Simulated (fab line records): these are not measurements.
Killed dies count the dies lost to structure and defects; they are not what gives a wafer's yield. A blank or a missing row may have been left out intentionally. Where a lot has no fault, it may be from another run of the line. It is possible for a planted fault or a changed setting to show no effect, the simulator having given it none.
Which of the tools did it? + flow berkeley-cmos170 + 7 lots with 21 wafers sampled at 2 steps, on a route of 331 steps

== WHAT EACH GAUGE READ, for each wafer ==
UCB170_CONTACT_CD_MEAS_15: target cd 700 nm.
| lot  | measured     | on        | cd-nm (nm)        |
|------|--------------|-----------|-------------------|
| L751 | day 8 13:20  | cd-sem-01 | 699.6 698.9 699.6 |
| L753 | day 9 13:00  | cd-sem-02 | 698.4 698.1 698.7 |
| L756 | day 10 06:58 | cd-sem-01 | 696.5 697.7 697.6 |
| L764 | day 12 08:58 | cd-sem-02 | 701.7 702.2 701.9 |
| L768 | day 12 23:23 | cd-sem-02 | 699.4 700.3 700.9 |
| L772 | day 13 16:21 | cd-sem-01 | 701.3 700.4 700.5 |
| L773 | day 13 16:02 | cd-sem-01 | 697.5 699.7 697.4 |

== EACH LOT AND THE TOOL THAT RAN IT (in order: tool; ch and the chambers of the sampled wafers; start) ==
| lot  | UCB170_ZERO_ETCH_06               |
|------|-----------------------------------|
| L751 | rie-diel-03 ch 1,2,3, day 2 02:17 |
| L753 | rie-diel-02 ch 0,1,2, day 2 18:56 |
| L756 | rie-diel-01 ch 0,1,3, day 3 08:05 |
| L764 | rie-diel-03 ch 0,3, day 4 17:52   |
| L768 | rie-diel-03 ch 1,2,3, day 5 18:09 |
| L772 | rie-diel-02 ch 0,3, day 6 09:32   |
| L773 | rie-diel-03 ch 1,2,3, day 6 19:05 |
- UCB170_ZERO_ETCH_06: etches SiO2 in CHF3/CF4/Ar, time 12 s.

== THE ANSWER, worked out from the rows above alone ==
Rule: the usual values come from the lots themselves. The widest of any qualifying gaps counts: lots, ordered by their means at a reading, are off when they make up no more than a third of the lots, leave a main group of 4 or more, and stand apart from it by 3 or more times the standard deviation of that group's means. The tables above print the reading to a certain number of digits; a main group whose means all agree to those digits is not used. Also off: a lot with no number at a reading for which 4 or more lots have one. Where the step has rows for the other lots, those lots are counted as sound.
Across all readings shown, no lot is off: no conclusion can be drawn from this.

== WHAT THE SIMULATOR HAD PUT IN ==
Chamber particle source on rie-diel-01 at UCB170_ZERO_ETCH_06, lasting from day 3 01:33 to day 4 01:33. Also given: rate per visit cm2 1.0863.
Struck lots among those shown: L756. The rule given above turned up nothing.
